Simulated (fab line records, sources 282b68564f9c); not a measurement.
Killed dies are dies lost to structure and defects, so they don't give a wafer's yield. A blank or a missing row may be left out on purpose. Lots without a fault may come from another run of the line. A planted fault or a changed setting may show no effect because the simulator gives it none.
A struck lot beside a sound one | flow rit_cmos | 19 steps out of a route of 202
Sound: wafers L166.4, L166.5, L166.6. Struck: wafers L171.3, L171.4, L171.6. The cause comes at the end.
At each step with rows: each side's tool, then ch and its chambers, then its first start. Under that, the readings that differ: sound wafers | struck wafers | difference of the means | sigmas: that difference in standard deviations of wafers without a fault.
alike: readings whose means differ by less than 2 such deviations, and words and numbers that are the same on both sides. not compared: withheld readings, readings that some wafer has no value for, bounds like >300 that may hide the same value, and numbers for which the record gives no deviation and whose values overlap.
The two part at a step that has a row with sigmas, a row that says differs or no value, or rows on one side only. Numbers that don't overlap but have no deviation are shown without sigmas and don't part them. A reading that every wafer of one side lacks parts them only if that side has two wafers or more.

first, 2 steps without rows for these wafers: RIT_NWELL_HARDBAKE_07 (time 120 s); RIT_NWELL_IMPLANT_08.
RIT_NWELL_STRIP_09: strips in O2, time 180 s.
  sound on plasma_asher-02 ch 0,1, day 4 07:10; struck on plasma_asher-01 ch 0,1, day 5 06:55
  alike: drypump_motor_current_A
  not compared: rf_hours_counter_h
RIT_NWELL_TW_MEAS_10:
  sound on film_metro-04, day 4 07:19; struck on film_metro-04, day 5 07:02
  alike: NWELL_TW
then, 6 steps without rows for these wafers: RIT_PWELL_HMDS_00 (prime time 60 s); RIT_PWELL_COAT_01 (resist thk 1300 nm); RIT_PWELL_SOFTBAKE_02 (time 60 s); RIT_PWELL_EXPOSE_03 (exposes mask M3, target cd 43700 nm); RIT_PWELL_PEB_04; RIT_PWELL_DEVELOP_05 (develop time 68 s).
RIT_PWELL_OVL_MEAS_06:
  sound on overlay-01, day 4 08:24; struck on overlay-01, day 5 08:06
  alike: PWELL_OVL
then, 1 step without rows for these wafers: RIT_PWELL_HARDBAKE_07 (time 120 s).
RIT_PWELL_IMPLANT_08:
  sound on implanter-04 ch 0, day 4 08:49; struck on implanter-04 ch 0, day 5 08:44
  alike: beam_energy_keV, faraday_current_uA
RIT_PWELL_STRIP_09: strips in O2, time 180 s.
  sound on plasma_asher-03 ch 0,1, day 4 09:02; struck on plasma_asher-02 ch 0,1, day 5 08:54
  alike: drypump_motor_current_A
  not compared: rf_hours_counter_h
RIT_PWELL_TW_MEAS_10:
  sound on film_metro-04, day 4 09:10; struck on film_metro-01, day 5 09:19
  reading  | sound       | struck         | difference | sigmas
  PWELL_TW | 957 955 951 | 1164 1158 1165 | +208       | +17
then, 1 step without rows for these wafers: RIT_WELLDRIVE_ANNEAL_00 (time 14700 s).
RIT_WELLDRIVE_RS_MEAS_01: measures by four-point-probe.
  sound on film_metro-02, day 4 14:46; struck on film_metro-01, day 5 16:45
  alike: NWELL_RS
RIT_WELLDRIVE_RS_MEAS_02: measures by four-point-probe.
  sound on film_metro-02, day 4 14:53; struck on film_metro-01, day 5 17:10
  reading           | sound             | struck            | difference | sigmas
  PWELL_RS (ohm/sq) | 427.4 428.7 429.1 | 280.6 281.4 280.7 | -147.5     | -99 or more
then, 1 step without rows for these wafers: RIT_M1_PROBE_99.

WHERE THEY PART
First at RIT_PWELL_TW_MEAS_10; last, within this record, at RIT_WELLDRIVE_RS_MEAS_02.

WHY: what the simulator had put in
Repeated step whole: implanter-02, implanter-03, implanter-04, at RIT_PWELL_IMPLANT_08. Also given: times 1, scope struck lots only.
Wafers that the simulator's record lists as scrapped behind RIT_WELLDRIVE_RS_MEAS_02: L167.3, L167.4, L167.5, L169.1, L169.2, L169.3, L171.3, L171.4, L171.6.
